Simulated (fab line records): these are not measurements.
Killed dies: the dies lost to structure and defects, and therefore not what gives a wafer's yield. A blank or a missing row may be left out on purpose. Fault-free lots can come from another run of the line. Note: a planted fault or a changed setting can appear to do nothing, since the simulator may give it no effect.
Problem report in the 8D (eight disciplines) form, filled by code	flow rit-cmos	the parts of the form that need people (team, actions taken, sign-off) are left out

## 1. WHAT IS WRONG
Across 6 wafers from 2 lots, FOX1_OXIDE_THK at RIT_FOX1_THK_MEAS_01 averages 399 nm, while fault-free wafers read 351 nm with a standard deviation of 6.3. That is +7.6 standard deviations from the usual mean.
First observed at day 5 06:59: wafer L698.2, on film-metro-03. The record has a number at this step for 42 wafers belonging to 14 lots. Rule for "out", or "out of limits": more than 4 standard deviations from the usual mean. All remaining wafers that have a number are taken as sound.

## 2. WHAT IT IS, AND WHAT IT ISN'T
question	is	is not
which readings at this step	FOX1_OXIDE_THK	-
which lots	L698, L699	L682, L684, L685, L687, L688, L689, L690, L697, L700, L701, L702, L703
which wafers of those lots	all that have a number	-
read on which gauges	film-metro-03	film-metro-01, film-metro-02
when	from day 5 06:59	up to then (24 sound wafers); but 12 sound wafers of L700, L701, L702, L703 came after

## 3. WHAT RULES OUT EACH SUSPECT
Counting: a tool at a process step up to the reading stays a suspect if it ran every lot that is out and no sound lot after the first of them.
- the gauge at RIT_FOX1_THK_MEAS_01: kept. All the wafers that are out were read on film-metro-03, and no step on other tools shows them out.
- furnace-01 at RIT_FOX1_OXIDATION_00 (target thk 350.7 nm, ox time 1130 s): kept. It ran every lot that is out, first L698 (day 5 05:40), and no sound lot after that; its last sound lot up to then is L690 (day 3 14:31).
Left after counting: furnace-01 at RIT_FOX1_OXIDATION_00, film-metro-03 at RIT_FOX1_THK_MEAS_01.

## 4. THE CAUSE (what the simulator had put in)
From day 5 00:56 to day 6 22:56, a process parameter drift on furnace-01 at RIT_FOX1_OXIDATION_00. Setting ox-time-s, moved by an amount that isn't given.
This tool is one of the 2 suspects left after counting.

## 5. THE EFFECT CHAIN, in route order
One row per reading whose mean, taken over the struck wafers that have a number, lies over 3 standard deviations from the usual. Readings are gone through only where the record gives a usual standard deviation; hours: the median, over the lots, of the time from a lot's start at the first step in this table giving one to that lot's start at this step; sigmas: the change measured in usual standard deviations.
hours	step	reading	usual	on struck wafers	change	sigmas
0	RIT_FOX1_THK_MEAS_01	FOX1_OXIDE_THK	351 nm	399	+48	+7.6
Later measuring or inspecting steps at which every struck wafer that the step has a row for has a number for every such reading, and none has moved that far: RIT_SILICIDE_RS_MEAS_02, RIT_CONTACT_CD_MEAS_90, RIT_M1_THK_MEAS_02.

## 6. WHAT WOULD HAVE CAUGHT IT SOONER
6 hours passed between the start of the fault at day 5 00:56 and the first reading out of limits at a measuring or inspecting step in this record, taken at day 5 06:59.
L699, from the lots that are out (2), started RIT_FOX1_OXIDATION_00 on furnace-01 later than day 5 06:59. Putting the tool on hold at that point would have spared it.
